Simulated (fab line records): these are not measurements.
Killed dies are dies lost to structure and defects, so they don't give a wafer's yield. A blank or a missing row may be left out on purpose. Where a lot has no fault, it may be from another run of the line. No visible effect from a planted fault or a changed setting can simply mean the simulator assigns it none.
What tool caused it? -- flow ritCmos -- route of 202 steps, sampled at 1 step: 6 lots, 16 wafers

WHAT EACH GAUGE READ, for each wafer
RIT_SDANNEAL_RS_MEAS_04: measurement is done with a four-point probe.
lot,measured,on,PSD_RS (ohm/sq)
L622,day 3 16:13,filmMetro-02,115.9 115.9 116.1
L628,day 5 11:21,filmMetro-04,115.9
L632,day 6 13:43,filmMetro-02,115.6 115.8 116.0
L634,day 6 20:28,filmMetro-02,115.6 115.4 115.5
L640,day 7 17:21,filmMetro-01,116.5 116.2 116.3
L644,day 8 06:12,filmMetro-02,115.5 115.2 115.3

EACH LOT AND THE TOOL THAT RAN IT (in order: tool; ch and the chambers of the sampled wafers; start)
The record holds no process step before these readings.

THE ANSWER, worked out from the rows above alone
Rule: the usual values come from the lots themselves. Put in order of their means at a reading, lots are off if they are a third of the lots or fewer, leave a main group of 4 or more, and stand apart from it by a gap of 3 or more times the standard deviation of the main group's means; of several such gaps the widest counts. A main group whose means are all the same, to the digits that the tables above print for the reading, isn't used. A lot without any number at a reading at which 4 lots or more have one is off too. Where the step has rows for the other lots, those lots are counted as sound.
No lot is off at any reading shown: from this, nothing can be told.

WHAT THE SIMULATOR HAD PUT IN
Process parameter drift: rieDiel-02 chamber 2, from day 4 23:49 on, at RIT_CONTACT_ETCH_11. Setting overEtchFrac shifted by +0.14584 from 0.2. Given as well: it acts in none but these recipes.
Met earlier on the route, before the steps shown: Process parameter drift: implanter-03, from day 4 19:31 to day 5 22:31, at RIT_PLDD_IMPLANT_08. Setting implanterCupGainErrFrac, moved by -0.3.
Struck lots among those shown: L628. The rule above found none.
